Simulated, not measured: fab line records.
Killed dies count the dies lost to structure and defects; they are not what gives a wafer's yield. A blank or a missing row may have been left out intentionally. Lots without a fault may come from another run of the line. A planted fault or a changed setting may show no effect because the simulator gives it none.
Comparing a struck lot with a sound one + flow berkeley cmos170 + 14 steps out of a route of 331
Sound: these wafers, L509.1, L509.3, L509.5. Wafers L519.1, L519.4, L519.6 were the ones struck. The cause is named last.
At each step with rows: each side's tool, then ch and its chambers, then its first start. Under that, the readings that differ: sound wafers + struck wafers + difference of the means + sigmas: that difference in standard deviations of wafers without a fault.
alike: readings whose means differ by less than 2 such deviations, and words and numbers that are the same on both sides. not compared: withheld readings, readings that some wafer has no value for, bounds like >300 that may hide the same value, and numbers for which the record gives no deviation and whose values overlap.
A row with sigmas, a row that says differs or no value, or rows on one side alone: a step with any of these is where the two part. Non-overlapping numbers with no deviation appear without sigmas and do not part them. A reading missing from all wafers of one side parts the sides only when that side holds two or more wafers.

UCB170_ZERO_ETCH_06: etches SiO2 in CHF3/CF4/Ar, time 12 s.
  sound on rie diel-01 ch 0,2, day 3 00:58; struck on rie diel-03 ch 0,1,2, day 5 02:07
  alike: drypump motor current A, oes product au, throttle valve pct
  not compared: rf hours counter h
UCB170_ZERO_STRIP_07: strips in O2.
  sound on plasma asher-04 ch 0,1, day 3 00:59; struck on plasma asher-01 ch 0,1, day 5 02:08
  alike: drypump motor current A, oes product au, strip time to endpoint s
  not compared: rf hours counter h
then, 2 steps without rows for these wafers: UCB170_NWELL_WET_ETCH_00 (etches SiO2 in dHF, time 200 s); UCB170_NWELL_OXIDATION_01 (target thk 26.4 nm, ox time 1260 s).
UCB170_NWELL_THK_MEAS_02:
  sound on film metro-03 at day 3 05:08; struck on film metro-03 at day 5 06:05
  alike: NWELL_OXIDE_THK
then, 2 steps without rows for these wafers: UCB170_NWELL_ANNEAL_03 (time 900 s); UCB170_NWELL_CVD_04 (deposits Si3N4 from SiH2Cl2/NH3, target thk 224 nm, time 3360 s).
UCB170_NWELL_THK_MEAS_05:
  sound on film metro-02 at day 3 13:23; struck on film metro-03 at day 5 10:47
| reading                | sound             | struck            | difference | sigmas |
|------------------------|-------------------|-------------------|------------|--------|
| NWELL_NITRIDE_THK (nm) | 225.0 224.3 223.3 | 218.8 220.1 217.4 | -5.4       | -2     |
then, 4 steps without rows for these wafers: UCB170_NWELL_HMDS_06 (prime time 60 s); UCB170_NWELL_COAT_07 (resist thk 900 nm); UCB170_NWELL_SOFTBAKE_08 (time 60 s); UCB170_NWELL_EXPOSE_09 (exposes mask NWELL, target cd 3000 nm).
UCB170_NWELL_PEB_10:
  struck on litho track-04, day 5 12:10; sound on litho track-02 ch 0, day 3 14:15
  no value came back on the struck wafers for chill plate temp C (C), exhaust pa (Pa); on the sound wafers chill plate temp C (C) reads 23.09 23.27 23.14
then, 1 step without rows for these wafers: UCB170_NWELL_DEVELOP_11 (develop time 45 s).

WHERE THEY PART
At UCB170_NWELL_THK_MEAS_05 first; at UCB170_NWELL_PEB_10 last (within this record only).

WHY: what the simulator had put in
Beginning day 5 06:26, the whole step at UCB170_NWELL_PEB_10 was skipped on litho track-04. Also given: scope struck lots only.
